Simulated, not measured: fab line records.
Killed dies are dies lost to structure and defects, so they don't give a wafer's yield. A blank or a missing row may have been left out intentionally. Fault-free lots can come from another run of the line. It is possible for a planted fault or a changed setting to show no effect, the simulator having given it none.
A single fault, viewed from 2 desks :: flow rit_cmos :: each desk has only its own numbers; what lay behind them comes last

## TOOL OWNER'S DESK, plasma_asher-01
The tool's own readings at RIT_PWELL_STRIP_09 (strips in O2, time 180 s): means of the sampled wafers that have a number, for each lot that ran on this tool. A lot is out of limits, marked OUT, if its mean lies more than 4 standard deviations from the usual mean; the brackets give that distance.
Columns: A = chamber_pressure_mTorr at RIT_PWELL_STRIP_09, usual 4000 mTorr; B = drypump_motor_current_A at RIT_PWELL_STRIP_09, usual 5.8 A; C = rf_refl_power_W at RIT_PWELL_STRIP_09, usual 5.8 W
lot: L383
first seen here: day 2 14:01
A: 4002
B: 5.6
C: 6.6

lot: L384
first seen here: day 2 19:10
A: 3998
B: 5.6
C: 6.5

lot: L395
first seen here: day 5 01:36
A: 4002
B: 5.6
C: 6.6

lot: L398
first seen here: day 5 19:38
A: 4002
B: 6.0
C: 5.8

lot: L399
first seen here: day 5 23:43
A: 3997
B: 6.0
C: 5.7

lot: L400
first seen here: day 6 02:33
A: 4000
B: 5.6
C: 6.6

lot: L401
first seen here: day 6 07:40
A: 4001
B: 6.0
C: 5.7
This desk's finding: nothing out of limits on any of the 7 lots.

## THE METROLOGY DESK
Lot by lot, what the gauges showed, no matter which tool ran the lot: averages of those sampled wafers that carry a number. A lot is out of limits, marked OUT, if its mean lies more than 4 standard deviations from the usual mean; the brackets give that distance.
Columns: A = NRETRO_TW at RIT_NRETRO_TW_MEAS_10, usual 1044
lot: L382
first seen here: day 2 15:25
A: 1027

lot: L383
first seen here: day 2 21:11
A: 1059

lot: L384
first seen here: day 3 02:20
A: 1059

lot: L385
first seen here: day 3 08:11
A: 1063

lot: L388
first seen here: day 4 00:51
A: 1047

lot: L390
first seen here: day 4 09:16
A: 30 (-84) OUT

lot: L391
first seen here: day 4 12:59
A: 30 (-84) OUT

lot: L395
first seen here: day 5 08:39
A: 1055

lot: L397
first seen here: day 5 20:20
A: 1056

lot: L398
first seen here: day 6 02:52
A: 1051

lot: L399
first seen here: day 6 06:53
A: 1029

lot: L400
first seen here: day 6 09:46
A: 1047

lot: L401
first seen here: day 6 14:49
A: 1047

lot: L402
first seen here: day 6 19:54
A: 1033
This desk finds L390, L391 out of limits, with the earliest case on L390 at day 4 09:16 (NRETRO_TW at RIT_NRETRO_TW_MEAS_10). Within limits: L382, L383, L384, L385, L388, L395, L397, L398, L399, L400, L401, L402.

## PUT TOGETHER
On L390, L391, the metrology desk was in a position to raise an alarm at day 4 09:16.
The desk of the tool owner found nothing out of limits.
The tool owner's desk has no number on record for L390, L391.
Of the lots named, all ran RIT_PWELL_STRIP_09 on plasma_asher-01.

## WHAT HAD BEEN PUT IN BY THE SIMULATOR
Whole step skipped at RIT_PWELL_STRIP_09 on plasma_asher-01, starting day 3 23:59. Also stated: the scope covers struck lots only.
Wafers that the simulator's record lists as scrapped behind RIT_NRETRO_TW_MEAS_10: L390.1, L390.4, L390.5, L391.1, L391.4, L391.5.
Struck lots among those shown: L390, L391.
Time in hours between the start of the fault and the first out-of-limits reading at each desk: metrology desk, 9.
